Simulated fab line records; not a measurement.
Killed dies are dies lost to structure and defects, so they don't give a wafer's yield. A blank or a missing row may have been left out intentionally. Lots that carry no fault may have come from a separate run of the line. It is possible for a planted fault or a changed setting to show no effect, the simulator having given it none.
A struck lot beside a sound one ; flow ritCmos ; 20 out of 202 route steps
Sound: the wafers L610.1, L610.2, L610.6. Struck: wafers L612.1, L612.4, L612.6. The cause is given at the end.
At each step with rows: each side's tool, then ch and its chambers, then its first start. Under that, the readings that differ: sound wafers ; struck wafers ; difference of the means ; sigmas: that difference in standard deviations of wafers without a fault.
alike: readings with means less than 2 such deviations apart, plus words and numbers identical on both sides. not compared: withheld readings, readings lacking a value on some wafer, bounds such as >300 that could conceal the same value, and numbers that have no deviation in the record and whose values overlap.
The two part at a step that has a row with sigmas, a row that says differs or no value, or rows on one side only. Numbers that have no deviation but don't overlap get no sigmas and don't part them. Lack of a reading on every wafer of one side parts them only where that side has two or more wafers.

RIT_FOX1_THK_MEAS_01:
  sound: filmMetro-01 at day 4 10:55; struck: filmMetro-01 at day 4 22:37
  alike: FOX1_OXIDE_THK
then, 2 steps without rows for these wafers: RIT_FOX1_WET_ETCH_02 (etches SiO2 in BOE, target depth 350 nm, time 390 s); RIT_FOX2_OXIDATION_00 (target thk 350.7 nm, ox time 1130 s).
RIT_FOX2_THK_MEAS_01:
  sound: filmMetro-02 at day 4 13:32; struck: filmMetro-02 at day 5 00:07
  alike: FOX2_OXIDE_THK
then, 2 steps without rows for these wafers: RIT_FOX2_CLEAN_02 (cleans in dHF, time 180 s); RIT_FOX2_WET_ETCH_03 (etches Si3N4 in H3PO4, target depth 195 nm, time 2700 s).
RIT_FOX2_THK_MEAS_90:
  sound: filmMetro-01 at day 4 14:24; struck: filmMetro-02 at day 5 00:59
  alike: FIELD_OXIDE_LEFT_1_THK
then, 5 steps without rows for these wafers: RIT_NWELL_HMDS_00 (prime time 60 s); RIT_NWELL_COAT_01 (resist thk 1300 nm); RIT_NWELL_SOFTBAKE_02 (time 60 s); RIT_NWELL_EXPOSE_03 (exposes mask M2, target cd 43900 nm); RIT_NWELL_PEB_04.
RIT_NWELL_DEVELOP_05: develop time 68 s.
  sound on lithoTrack-03 ch 0, day 4 15:00; struck on lithoTrack-04 ch 0, day 5 01:00
RIT_NWELL_OVL_MEAS_06:
  sound: overlay-02 at day 4 15:20; struck: overlay-01 at day 5 02:03
  alike: NWELL_OVL
then, 2 steps without rows for these wafers: RIT_NWELL_HARDBAKE_07 (time 120 s); RIT_NWELL_IMPLANT_08.
RIT_NWELL_STRIP_09: strips in O2, time 180 s.
  sound on plasmaAsher-02 ch 0,1, day 4 15:47; struck on plasmaAsher-01 ch 0,1, day 5 02:29
  alike: drypumpMotorCurrentA, rfReflPowerW
  not compared: rfHoursCounterH
RIT_NWELL_TW_MEAS_10:
  sound: filmMetro-03 at day 4 15:58; struck: filmMetro-04 at day 5 02:40
reading;sound;struck;difference;sigmas
NWELL_TW;2108 2107 2103;2065 2083 2078;-31;-2
then, 1 step without rows for these wafers: RIT_PWELL_HMDS_00 (prime time 60 s).
RIT_M1_PROBE_99:
  sound: prober-01 at day 6 07:10; struck: prober-01 at day 6 15:25
  alike: killed_at_M0_to_M3, killedAtContacts, killedAtFrontEnd, killedDies, killedOpen, killedShort

WHERE THEY PART
RIT_NWELL_TW_MEAS_10 only, going by this record. Later steps at which nothing parts them and some readings are alike: RIT_M1_PROBE_99.

WHY: what had been put in by the simulator
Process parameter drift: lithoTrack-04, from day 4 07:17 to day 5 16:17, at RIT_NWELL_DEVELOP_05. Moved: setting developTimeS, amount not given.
